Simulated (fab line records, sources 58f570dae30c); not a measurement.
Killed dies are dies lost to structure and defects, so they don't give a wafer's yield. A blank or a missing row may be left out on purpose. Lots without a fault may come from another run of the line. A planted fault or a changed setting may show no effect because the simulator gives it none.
Which tool did it? | flow berkeley_cmos170 | 15 lots, 45 wafers sampled, at 5 steps of a route of 331

WHAT THE GAUGES READ, wafer by wafer
UCB170_V1_OVL_MEAS_13.
lot  | measured     | on         | V1_OVL (nm)
L955 | day 8 12:12  | overlay-02 | 10 6 6
L954 | day 8 13:25  | overlay-02 | 2 3 1
L958 | day 9 00:15  | overlay-01 | 8 1 3
L959 | day 9 00:49  | overlay-01 | -1 -3 2
L957 | day 9 05:10  | overlay-02 | 0 -5 1
L962 | day 9 23:46  | overlay-02 | 10 7 2
L961 | day 10 01:07 | overlay-01 | 6 4 12
L963 | day 10 02:27 | overlay-01 | 8 -3 4
L965 | day 10 04:25 | overlay-02 | 9 7 1
L966 | day 10 06:07 | overlay-02 | 4 -1 3
L969 | day 11 14:55 | overlay-01 | 2 1 5
L973 | day 12 00:31 | overlay-02 | 2 8 5
L972 | day 12 02:05 | overlay-01 | -4 -5 -6
L974 | day 12 23:40 | overlay-02 | 6 -2 -1
L977 | day 13 06:27 | overlay-02 | -3 8 7

UCB170_M2_RS_MEAS_02: measures by four-point-probe.
lot  | measured     | on            | M2_AL_RS (ohm/sq)
L955 | day 8 12:49  | film_metro-03 | 0.0328 0.0322 0.0329
L954 | day 8 14:01  | film_metro-03 | 0.0316 0.0321 0.0316
L958 | day 9 00:50  | film_metro-02 | 0.0323 0.0317 0.0322
L959 | day 9 01:25  | film_metro-02 | 0.0313 0.0315 0.0313
L957 | day 9 05:45  | film_metro-04 | 0.0316 0.0329 0.0322
L962 | day 10 00:22 | film_metro-02 | 0.0321 0.0336 0.0325
L961 | day 10 01:42 | film_metro-02 | 0.0328 0.0319 0.0327
L963 | day 10 03:02 | film_metro-03 | 0.0324 0.0322 0.0320
L965 | day 10 05:05 | film_metro-03 | 0.0331 0.0319 0.0327
L966 | day 10 06:43 | film_metro-02 | 0.0329 0.0327 0.0328
L969 | day 11 15:30 | film_metro-04 | 0.0179 0.0180 0.0179
L973 | day 12 01:07 | film_metro-03 | 0.0322 0.0320 0.0325
L972 | day 12 02:41 | film_metro-04 | 0.0182 0.0180 0.0180
L974 | day 13 00:15 | film_metro-03 | 0.0179 0.0179 0.0178
L977 | day 13 07:02 | film_metro-03 | 0.0330 0.0320 0.0322

UCB170_M2_THK_MEAS_03: measures by xrf.
lot  | measured     | on            | M2_AL_THK (nm)
L955 | day 8 12:55  | film_metro-03 | 896 916 893
L954 | day 8 14:08  | film_metro-03 | 927 911 925
L958 | day 9 00:58  | film_metro-02 | 912 932 913
L959 | day 9 01:31  | film_metro-02 | 941 935 941
L957 | day 9 05:52  | film_metro-04 | 929 887 909
L962 | day 10 00:29 | film_metro-02 | 922 882 906
L961 | day 10 01:49 | film_metro-02 | 907 930 907
L963 | day 10 03:10 | film_metro-03 | 910 914 921
L965 | day 10 05:12 | film_metro-03 | 891 927 898
L966 | day 10 06:50 | film_metro-02 | 902 909 906
L969 | day 11 15:37 | film_metro-04 | 1634 1630 1632
L973 | day 12 01:14 | film_metro-03 | 915 922 903
L972 | day 12 02:47 | film_metro-04 | 1620 1617 1619
L974 | day 13 00:22 | film_metro-03 | 1630 1629 1638
L977 | day 13 07:10 | film_metro-03 | 889 916 911

WHICH TOOL RAN EACH LOT (tool, then ch and the chambers of the sampled wafers, then the start)
lot  | UCB170_CONTACT_ETCH_17             | UCB170_M2_SPUTTER_01
L955 | rie_diel-01 ch 0,2, day 8 06:25    | pvd_sputter-03, day 8 12:41
L954 | rie_diel-03 ch 0,1,3, day 8 06:44  | pvd_sputter-04, day 8 13:55
L958 | rie_diel-01 ch 0,2, day 8 16:31    | pvd_sputter-02, day 9 00:46
L959 | rie_diel-02 ch 0,3, day 8 16:50    | pvd_sputter-04, day 9 01:19
L957 | rie_diel-03 ch 0,1,3, day 8 18:13  | pvd_sputter-02, day 9 05:40
L962 | rie_diel-01 ch 0,2,3, day 9 18:01  | pvd_sputter-02, day 10 00:16
L961 | rie_diel-02 ch 1,2,3, day 9 19:00  | pvd_sputter-04, day 10 01:36
L963 | rie_diel-01 ch 0,1,2, day 9 20:10  | pvd_sputter-02, day 10 02:57
L965 | rie_diel-01 ch 0,2,3, day 9 20:34  | pvd_sputter-02, day 10 04:56
L966 | rie_diel-02 ch 0,1,2, day 10 00:04 | pvd_sputter-03, day 10 06:37
L969 | rie_diel-01 ch 1,3, day 11 08:59   | pvd_sputter-02, day 11 15:25
L973 | rie_diel-01 ch 0,2,3, day 11 18:40 | pvd_sputter-04, day 12 01:01
L972 | rie_diel-03 ch 0,2, day 11 18:54   | pvd_sputter-02, day 12 02:35
L974 | rie_diel-03 ch 0,1,3, day 12 17:44 | pvd_sputter-02, day 13 00:10
L977 | rie_diel-01 ch 2,3, day 12 21:15   | pvd_sputter-03, day 13 06:57
- UCB170_CONTACT_ETCH_17: etches BARC in N2/H2.
- UCB170_M2_SPUTTER_01: material Al, target thk 900 nm, time 120 s.

WHAT THE TOOLS THEMSELVES READ (means of the sampled wafers that have a number; where no wafer has one, the mark that the record gives instead)
UCB170_CONTACT_ETCH_17.
lot  | tool        | drypump_motor_current_A (A) | n2_flow_sccm (sccm) | oes_product_au (a.u.) | throttle_valve_pct (%)
L955 | rie_diel-01 | 5.7                         | 100.1               | 0.979                 | 13.77
L954 | rie_diel-03 | 5.8                         | 99.9                | 0.987                 | 13.36
L958 | rie_diel-01 | 5.7                         | 100.5               | 0.972                 | 13.77
L959 | rie_diel-02 | 6.0                         | 99.9                | 0.993                 | 13.25
L957 | rie_diel-03 | 5.8                         | 100.5               | 0.978                 | 13.35
L962 | rie_diel-01 | 5.5                         | 100.0               | 0.963                 | 13.69
L961 | rie_diel-02 | 6.0                         | 100.1               | 1.003                 | 13.43
L963 | rie_diel-01 | 5.5                         | 100.4               | 0.959                 | 13.54
L965 | rie_diel-01 | 5.5                         | 100.2               | 0.964                 | 13.70
L966 | rie_diel-02 | 5.8                         | 100.2               | 1.007                 | 13.46
L969 | rie_diel-01 | 5.1                         | 100.4               | 0.958                 | 13.33
L973 | rie_diel-01 | 5.5                         | 99.9                | 0.972                 | 13.69
L972 | rie_diel-03 | 5.8                         | 99.7                | 1.014                 | 13.58
L974 | rie_diel-03 | 5.7                         | 99.8                | 0.982                 | 13.36
L977 | rie_diel-01 | 5.4                         | 100.1               | 0.963                 | 13.62

UCB170_M2_SPUTTER_01.
lot  | tool           | throttle_valve_pct (%)
L955 | pvd_sputter-03 | 29.7
L954 | pvd_sputter-04 | 30.6
L958 | pvd_sputter-02 | 29.8
L959 | pvd_sputter-04 | 31.4
L957 | pvd_sputter-02 | 28.6
L962 | pvd_sputter-02 | 28.5
L961 | pvd_sputter-04 | 30.8
L963 | pvd_sputter-02 | 29.0
L965 | pvd_sputter-02 | 28.1
L966 | pvd_sputter-03 | 30.0
L969 | pvd_sputter-02 | 29.6
L973 | pvd_sputter-04 | 29.8
L972 | pvd_sputter-02 | 29.1
L974 | pvd_sputter-02 | 29.5
L977 | pvd_sputter-03 | 28.8

THE ANSWER, worked out from the rows above alone
Rule: what is usual is taken from the lots themselves. Put in order of their means at a reading, lots are off if they are a third of the lots or fewer, leave a main group of 4 or more, and stand apart from it by a gap of 3 or more times the standard deviation of the main group's means; of several such gaps the widest counts. A main group whose means are all the same, to the digits that the tables above print for the reading, isn't used. A lot without any number at a reading at which 4 lots or more have one is off too. The other lots that the step has rows for count as sound. The gauges are gone through in route order, then the tools' own readings, and for those a lot's mean is taken as printed above. The first step at which some lot is off is used, and at that step the reading that is off furthest; a lot without a number counts as furthest.
Off: L969, L972, L974, at UCB170_M2_RS_MEAS_02 (M2_AL_RS). The main group: mean 0.0323 ohm/sq, standard deviation 0.0004.
A tool fits if, at a process step before that reading, it ran every lot that is off, and no sound lot after the first of them. The gauges at UCB170_M2_RS_MEAS_02 are tried like those tools. One fits: pvd_sputter-02 at UCB170_M2_SPUTTER_01. Its last sound lot is L965 (day 10 04:56), its first lot that is off L969 (day 11 15:25): a fault that began between those two fits.

WHAT THE SIMULATOR HAD PUT IN
Process parameter drift: pvd_sputter-02, from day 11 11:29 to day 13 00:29, at UCB170_M2_SPUTTER_01. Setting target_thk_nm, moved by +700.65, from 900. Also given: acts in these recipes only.
Lots struck among those shown: L969, L972, L974. The rule above found the same.
